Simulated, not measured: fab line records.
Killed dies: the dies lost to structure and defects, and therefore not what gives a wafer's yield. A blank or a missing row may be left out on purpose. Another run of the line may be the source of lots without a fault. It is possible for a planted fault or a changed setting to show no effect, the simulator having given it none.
fab line records	flow rit-cmos
[record] lots = 15	wafers = 45	last-day = 7
route steps=202 shown NWELL@37 GATE@83 NSD@139 M1@202
lots that met no fault: from a run of the same line without faults
start-h: hours from the record's opening day to when the first of the lot's shown wafers began	wait-h: hours since the lot's step before	" repeats the value in the row above	L1.1+2: a row that stands for several wafers	- no value, or no start given	* or withheld: withheld	< > ~ a bound
route shown NAME@n: NAME is a module with steps in the file, n the number in the route of the first one	usual: mean/standard deviation taken from wafers without a fault	same: alike in all rows	chamber/n: place in a boat	sites: readings site by site	_std_site: standard deviation across them	_edge_site: the outer-site mean with the inner-site mean subtracted	radius-mm: for every site, how far away it sits from the centre of the wafer	mask NAME#n: copy n	behind: the tool/chamber that last shaped the wafer	hold: why the lot went on hold/how many hours it stayed there/how the hold came to an end	device: the n, p or np transistor that did not switch	end of line: at the end of the route, the tests of the same wafers	step lacking rows: just its recipe	killed: not the wafer's yield, but the dies lost to structure and defects at the first sort	map: the dies of a wafer, with x for killed, . for not killed, _ for no die there
set.NAME: the setting as run; set.NAME@STEP: as run at that earlier step	model.NAME: the simulator's own value behind a step, which no gauge read
one table for each step of the route and one row for each wafer, over a sample of lots
services: from which hour (start-h, from the record's first day; less than 0 if before it) a tool's chamber was out of use, for how many hours, and why
[[steps]]
[step RIT_NWELL_STRIP_09]
[recipe] chemistry = O2	time-s = 180	resist = NOVOLAK	platen-temp-c = withheld	power-w = 500	pressure-mtorr = 4000	o2-flow-sccm = 4000
[usual] drypump-motor-current-A = 5.4/0.47
lot.wafer	tool	chamber	start-h	wait-h	drypump-motor-current-A	rf-hours-counter-h
L480.1	plasma-asher-04	0	21.65	0.1	4.8	38
L480.5	"	1	"	"	5.4	-
L480.6	"	0	"	"	4.8	-
L483.2	plasma-asher-01	1	36.03	0.1	5.3	39
L483.3	"	1	"	"	5.3	-
L483.4	"	0	"	"	5.1	-
L484.1	plasma-asher-04	0	42.55	0.1	4.8	40
L484.2	"	1	"	"	5.4	40
L484.3	"	0	"	"	4.8	-
L485.1	plasma-asher-03	1	47.24	0.1	6.2	27
L485.2	"	0	"	"	5.9	27
L485.3	"	1	"	"	6.2	-
L487.1	plasma-asher-03	1	57.20	0.1	6.2	28
L487.2	"	0	"	"	5.9	28
L487.5	"	1	"	"	6.2	-
L488.1	plasma-asher-04	1	60.73	0.1	5.4	42
L488.2	"	0	"	"	4.8	42
L488.3	"	0	"	"	4.8	-
L491.1	plasma-asher-03	1	78.64	0.1	6.1	30
L491.2	"	0	"	"	5.9	30
L491.6	"	0	"	"	5.9	-
L492.1	plasma-asher-01	0	82.08	0.1	5.1	43
L492.3	"	1	"	"	5.3	-
L492.6	"	0	"	"	5.1	-
L494.2	plasma-asher-04	1	92.03	0.1	5.4	46
L494.3	"	1	"	"	5.4	-
L494.6	"	1	"	"	5.4	-
L495.3	plasma-asher-03	0	96.84	0.1	5.9	-
L495.5	"	1	"	"	6.2	-
L495.6	"	0	"	"	5.9	-
L496.1	plasma-asher-04	0	102.62	0.1	4.8	47
L496.4	"	1	"	"	5.4	-
L496.5	"	0	"	"	4.8	-
L498.2	plasma-asher-03	1	113.79	0.1	6.2	33
L498.4	"	0	"	"	5.9	-
L498.6	"	1	"	"	6.2	-
L499.1	plasma-asher-03	0	118.01	0.1	5.9	34
L499.2	"	1	"	"	6.2	34
L499.4	"	0	"	"	5.9	-
L501.2	plasma-asher-03	1	127.97	0.1	6.2	35
L501.3	"	0	"	"	5.9	-
L501.6	"	0	"	"	5.9	-
L503.1	plasma-asher-04	1	139.03	0.1	5.4	2
L503.4	"	0	"	"	4.8	-
L503.6	"	1	"	"	5.4	-
[step RIT_GATE_THK_MEAS_07]
[recipe] reads = SiO2_of_GATE_OXIDATION_05
[usual] GATE_OXIDE_THK = 3.01/0.061
lot.wafer	tool	chamber	start-h	wait-h	GATE_OXIDE_THK[nm]
L480.1	film-metro-02	-	35.10	0.0	2.99
L480.5	"	-	"	"	3.04
L480.6	"	-	"	"	2.96
L483.2	film-metro-01	-	48.63	0.0	3.02
L483.3	"	-	"	"	3.03
L483.4	"	-	"	"	3.11
L484.1	film-metro-03	-	55.43	0.0	3.06
L484.2	"	-	"	"	3.02
L484.3	"	-	"	"	3.04
L485.1	film-metro-03	-	59.27	0.0	3.10
L485.2	"	-	"	"	3.06
L485.3	"	-	"	"	3.08
L487.1	film-metro-02	-	70.54	0.0	2.97
L487.2	"	-	"	"	3.10
L487.5	"	-	"	"	3.07
L488.1	film-metro-03	-	76.43	0.0	3.06
L488.2	"	-	"	"	3.06
L488.3	"	-	"	"	3.03
L491.1	film-metro-03	-	91.04	0.0	3.05
L491.2	"	-	"	"	3.03
L491.6	"	-	"	"	2.94
L492.1	film-metro-02	-	97.63	0.0	3.05
L492.3	"	-	"	"	3.08
L492.6	"	-	"	"	3.08
L494.2	film-metro-01	-	105.63	0.0	3.02
L494.3	"	-	"	"	2.98
L494.6	"	-	"	"	2.97
L495.3	film-metro-01	-	112.85	0.0	3.00
L495.5	"	-	"	"	2.95
L495.6	"	-	"	"	3.00
L496.1	film-metro-01	-	115.29	0.0	2.93
L496.4	"	-	"	"	2.98
L496.5	"	-	"	"	2.92
L498.2	film-metro-01	-	127.96	0.0	2.96
L498.4	"	-	"	"	2.95
L498.6	"	-	"	"	2.94
L499.1	film-metro-02	-	133.08	0.0	3.05
L499.2	"	-	"	"	2.98
L499.4	"	-	"	"	3.05
L501.2	film-metro-03	-	143.63	0.0	3.00
L501.3	"	-	"	"	3.09
L501.6	"	-	"	"	3.03
L503.1	film-metro-01	-	155.19	0.0	2.93
L503.4	"	-	"	"	3.06
L503.6	"	-	"	"	3.04
[step RIT_GATE_CD_MEAS_90]
[recipe] target-cd-nm = 150
[usual] cd-nm = 149.2/2.8
lot.wafer	tool	chamber	start-h	wait-h	cd-nm
L480.1	cd-sem-02	-	38.41	0.1	152.7
L480.5	"	-	"	"	152.1
L480.6	"	-	"	"	148.7
L483.2	cd-sem-01	-	51.85	0.1	145.3
L483.3	"	-	"	"	148.6
L483.4	"	-	"	"	144.6
L484.1	cd-sem-01	-	59.54	0.1	153.4
L484.2	"	-	"	"	153.9
L484.3	"	-	"	"	151.6
L485.1	cd-sem-01	-	63.96	0.1	148.6
L485.2	"	-	"	"	151.2
L485.3	"	-	"	"	148.1
L487.1	cd-sem-01	-	73.84	0.1	149.2
L487.2	"	-	"	"	145.6
L487.5	"	-	"	"	144.6
L488.1	cd-sem-02	-	79.73	0.1	150.1
L488.2	"	-	"	"	149.7
L488.3	"	-	"	"	148.5
L491.1	cd-sem-01	-	94.34	0.1	150.0
L491.2	"	-	"	"	150.9
L491.6	"	-	"	"	150.0
L492.1	cd-sem-01	-	100.93	0.1	151.6
L492.3	"	-	"	"	152.0
L492.6	"	-	"	"	152.9
L494.2	cd-sem-01	-	109.80	0.1	147.6
L494.3	"	-	"	"	148.3
L494.6	"	-	"	"	145.6
L495.3	cd-sem-01	-	116.17	0.1	148.9
L495.5	"	-	"	"	146.4
L495.6	"	-	"	"	147.0
L496.1	cd-sem-02	-	118.59	0.1	151.6
L496.4	"	-	"	"	153.1
L496.5	"	-	"	"	152.9
L498.2	cd-sem-01	-	131.31	0.1	149.6
L498.4	"	-	"	"	149.1
L498.6	"	-	"	"	150.0
L499.1	cd-sem-02	-	136.32	0.1	153.5
L499.2	"	-	"	"	151.9
L499.4	"	-	"	"	154.0
L501.2	cd-sem-02	-	148.18	0.1	147.4
L501.3	"	-	"	"	147.0
L501.6	"	-	"	"	145.5
L503.1	cd-sem-01	-	158.56	0.1	152.2
L503.4	"	-	"	"	150.0
L503.6	"	-	"	"	150.0
[step RIT_NSD_IMPLANT_08]
[recipe] species = P	energy-kev = 25	dose-cm2 = 9.866e+14	tilt-deg = 7
lot.wafer	tool	chamber	start-h	wait-h
L480.1+5+6	implanter-02	0	49.19	0.1
L483.2+3+4	implanter-03	0	62.05	0.1
L484.1+2+3	implanter-03	0	70.12	0.1
L485.1+2+3	implanter-04	0	74.35	0.1
L487.1+2+5	implanter-04	0	84.73	0.1
L488.1+2+3	implanter-04	0	89.45	0.1
L488.1+2+3	implanter-04	0	89.76	0.3
L491.1+2+6	implanter-03	0	104.09	0.1
L491.1+2+6	implanter-03	0	104.41	0.3
L492.1+3+6	implanter-04	0	111.82	0.1
L492.1+3+6	implanter-04	0	112.14	0.3
L494.2+3+6	implanter-02	0	120.59	0.1
L495.3+5+6	implanter-02	0	126.53	0.1
L496.1+4+5	implanter-03	0	128.87	0.1
L498.2+4+6	implanter-02	0	142.84	0.1
L499.1+2+4	implanter-04	0	145.85	0.1
L501.2+3+6	implanter-04	0	158.11	0.1
L503.1+4+6	implanter-03	0	169.34	0.1
[step RIT_NSD_TW_MEAS_10]
[usual] NSD_TW = 3141/39
lot.wafer	tool	chamber	start-h	wait-h	NSD_TW
L480.1	film-metro-01	-	49.51	0.1	3115
L480.5	"	-	"	"	3125
L480.6	"	-	"	"	3132
L483.2	film-metro-04	-	62.36	0.1	3180
L483.3	"	-	"	"	3197
L483.4	"	-	"	"	3184
L484.1	film-metro-04	-	70.45	0.1	3184
L484.2	"	-	"	"	3165
L484.3	"	-	"	"	3196
L485.1	film-metro-01	-	74.68	0.1	3153
L485.2	"	-	"	"	3156
L485.3	"	-	"	"	3140
L487.1	film-metro-04	-	85.05	0.1	3176
L487.2	"	-	"	"	3171
L487.5	"	-	"	"	3181
L488.1	film-metro-01	-	90.09	0.1	3556
L488.2	"	-	"	"	3565
L488.3	"	-	"	"	3560
L491.1	film-metro-04	-	104.73	0.1	3594
L491.2	"	-	"	"	3607
L491.6	"	-	"	"	3605
L492.1	film-metro-04	-	112.46	0.1	3595
L492.3	"	-	"	"	3595
L492.6	"	-	"	"	3611
L494.2	film-metro-01	-	120.90	0.1	3167
L494.3	"	-	"	"	3128
L494.6	"	-	"	"	3154
L495.3	film-metro-04	-	126.82	0.1	3196
L495.5	"	-	"	"	3187
L495.6	"	-	"	"	3193
L496.1	film-metro-02	-	129.20	0.1	3111
L496.4	"	-	"	"	3125
L496.5	"	-	"	"	3113
L498.2	film-metro-04	-	143.15	0.1	3183
L498.4	"	-	"	"	3187
L498.6	"	-	"	"	3199
L499.1	film-metro-01	-	146.17	0.1	3141
L499.2	"	-	"	"	3159
L499.4	"	-	"	"	3160
L501.2	film-metro-02	-	158.42	0.1	3087
L501.3	"	-	"	"	3070
L501.6	"	-	"	"	3086
L503.1	film-metro-02	-	169.67	0.1	3092
L503.4	"	-	"	"	3108
L503.6	"	-	"	"	3088
[step RIT_SDANNEAL_RS_MEAS_05]
[recipe] thk-meas-gauge = four-point-probe
[usual] NSD_RS = 85.50/0.3
lot.wafer	tool	chamber	start-h	wait-h	NSD_RS[ohm/sq]
L480.1	film-metro-02	-	51.70	0.1	85.47
L480.5	"	-	"	"	85.70
L480.6	"	-	"	"	85.43
L483.2	film-metro-04	-	64.43	0.1	85.48
L483.3	"	-	"	"	85.43
L483.4	"	-	"	"	85.52
L484.1	film-metro-01	-	72.60	0.1	85.63
L484.2	"	-	"	"	85.63
L484.3	"	-	"	"	85.71
L485.1	film-metro-04	-	76.70	0.1	85.03
L485.2	"	-	"	"	85.06
L485.3	"	-	"	"	85.08
L487.1	film-metro-01	-	87.09	0.1	85.69
L487.2	"	-	"	"	85.68
L487.5	"	-	"	"	85.68
L488.1	film-metro-04	-	92.15	0.1	52.53
L488.2	"	-	"	"	52.80
L488.3	"	-	"	"	52.71
L491.1	film-metro-01	-	107.44	0.3	52.48
L491.2	"	-	"	"	52.49
L491.6	"	-	"	"	52.63
L492.1	film-metro-01	-	114.49	0.1	52.85
L492.3	"	-	"	"	52.85
L492.6	"	-	"	"	52.87
L494.2	film-metro-04	-	123.42	0.1	85.78
L494.3	"	-	"	"	85.96
L494.6	"	-	"	"	85.90
L495.3	film-metro-04	-	129.14	0.1	85.63
L495.5	"	-	"	"	85.69
L495.6	"	-	"	"	85.91
L496.1	film-metro-04	-	131.38	0.1	85.68
L496.4	"	-	"	"	85.64
L496.5	"	-	"	"	85.85
L498.2	film-metro-02	-	145.25	0.1	85.62
L498.4	"	-	"	"	85.62
L498.6	"	-	"	"	85.46
L499.1	film-metro-02	-	148.34	0.1	85.68
L499.2	"	-	"	"	85.20
L499.4	"	-	"	"	85.28
L501.2	film-metro-04	-	160.59	0.1	85.32
L501.3	"	-	"	"	85.50
L501.6	"	-	"	"	85.10
L503.1	film-metro-02	-	171.74	0.1	85.01
L503.4	"	-	"	"	85.59
L503.6	"	-	"	"	85.13
[step RIT_M1_PROBE_99]
[usual] killed_at_M0_to_M3 = 0.0/0.14	killed-at-contacts = 0.1/0.31	killed-at-front-end = 7/3.2	killed-dies = 7/3.2	killed-on-rim = 1.9/1.4	killed-open = 3.6/1.9	killed-short = 3.6/2
[same] gross-dies = 264	killed_at_M4_up = 0	killed-at-back-side = 0	killed-at-other = 0
lot.wafer	tool	chamber	start-h	wait-h	killed_at_M0_to_M3	killed-at-contacts	killed-at-front-end	killed-dies	killed-on-rim	killed-open	killed-short
L491.1	prober-02	-	115.59	0.1	0	0	5	5	1	4	1
L491.2	prober-02	-	115.64	0.1	0	0	5	5	2	4	1
L491.6	prober-02	-	115.84	0.2	0	0	2	2	0	1	1
L492.1	prober-02	-	122.21	0.1	0	0	11	11	3	5	6
L492.3	prober-02	-	122.31	0.2	0	0	8	8	2	4	4
L492.6	prober-02	-	122.46	0.2	0	0	10	10	3	4	6
L498.2	prober-02	-	152.39	0.1	0	0	7	7	3	2	5
L498.4	prober-02	-	152.49	0.2	0	1	6	7	1	2	5
L498.6	prober-02	-	152.59	0.2	0	0	5	5	3	3	2
// killed by level:class
L491.1 GATE:geometric-particle:open=3 GATE:geometric-particle:short=1 REOX:geometric-particle:open=1
L491.2 REOX:geometric-particle:open=2 FOX1:geometric-particle:open=1 GATE:geometric-particle:open=1 GATE:geometric-particle:short=1
L491.6 GATE:geometric-particle:short=1 SILICIDE:geometric-particle:open=1
L492.1 GATE:geometric-particle:short=5 GATE:geometric-particle:open=2 SPACER:geometric-particle:open=2 FOX2:geometric-particle:open=1 REOX:geometric-particle:short=1
L492.3 FOX1:geometric-particle:open=2 SILICIDE:geometric-particle:short=2 GATE:geometric-particle:short=1 REOX:geometric-particle:open=1 REOX:geometric-particle:short=1 SILICIDE:geometric-particle:open=1
L492.6 SPACER:geometric-particle:short=3 GATE:geometric-particle:open=2 GATE:geometric-particle:short=2 SPACER:geometric-particle:open=2 SILICIDE:geometric-particle:short=1
L498.2 GATE:geometric-particle:short=3 FOX1:geometric-particle:short=1 REOX:geometric-particle:short=1 REOX:geometric-particle:open=1 SILICIDE:geometric-particle:open=1
L498.4 GATE:geometric-particle:short=3 FOX1:geometric-particle:short=1 SILICIDE:geometric-particle:short=1 SILICIDE:geometric-particle:open=1 CONTACT:geometric-particle:open=1
L498.6 GATE:geometric-particle:open=2 FOX1:geometric-particle:open=1 GATE:geometric-particle:short=1 REOX:geometric-particle:short=1
[[services]]
tool	chamber	start-h	hours	kind
plasma-asher-01	-	71.10	1.1	repair
plasma-asher-04	-	93.70	0.7	repair
plasma-asher-04	-	108.75	9.0	pm
plasma-asher-04	0	108.75	9.0	vent-cycle
plasma-asher-04	1	108.75	9.0	vent-cycle
implanter-04	-	113.77	1.9	repair
plasma-asher-04	-	117.75	2.8	pm
plasma-asher-04	0	117.75	-	clean
plasma-asher-04	1	117.75	-	clean
implanter-03	-	130.74	3.7	pm
implanter-03	-	142.26	7.6	repair
implanter-02	-	165.49	4.7	pm
[[key]]
[first-sign] step = RIT_NSD_IMPLANT_08	reading = visit	direction = added
[effect] step = RIT_NSD_TW_MEAS_10	reading = NSD_TW	direction = up	sigmas = 12	usual = 3141	struck = 3587
[effect] step = RIT_SDANNEAL_RS_MEAS_05	reading = NSD_RS	direction = down	sigmas = 99+	usual = 85.50	struck = 52.69
met-at RIT_NSD_IMPLANT_08
struck-lots L488,L491,L492
tester-left-out L488,L491,L492
not-acting-at RIT_NWELL_STRIP_09,RIT_GATE_THK_MEAS_07,RIT_GATE_CD_MEAS_90
[fault] kind = repeated-step-whole	tool = implanter-02,implanter-03,implanter-04	chamber = -	onset-h = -	steps = RIT_NSD_IMPLANT_08	times = 1	scope = struck-lots-only
// tester-left-out: of these lots the tester's yield and bins aren't shown, on N5 and GAA mostly nor the transistor test; their killed dies are dies lost to structure and defects alone, not to doping, threshold or leakage, so they don't give the yield
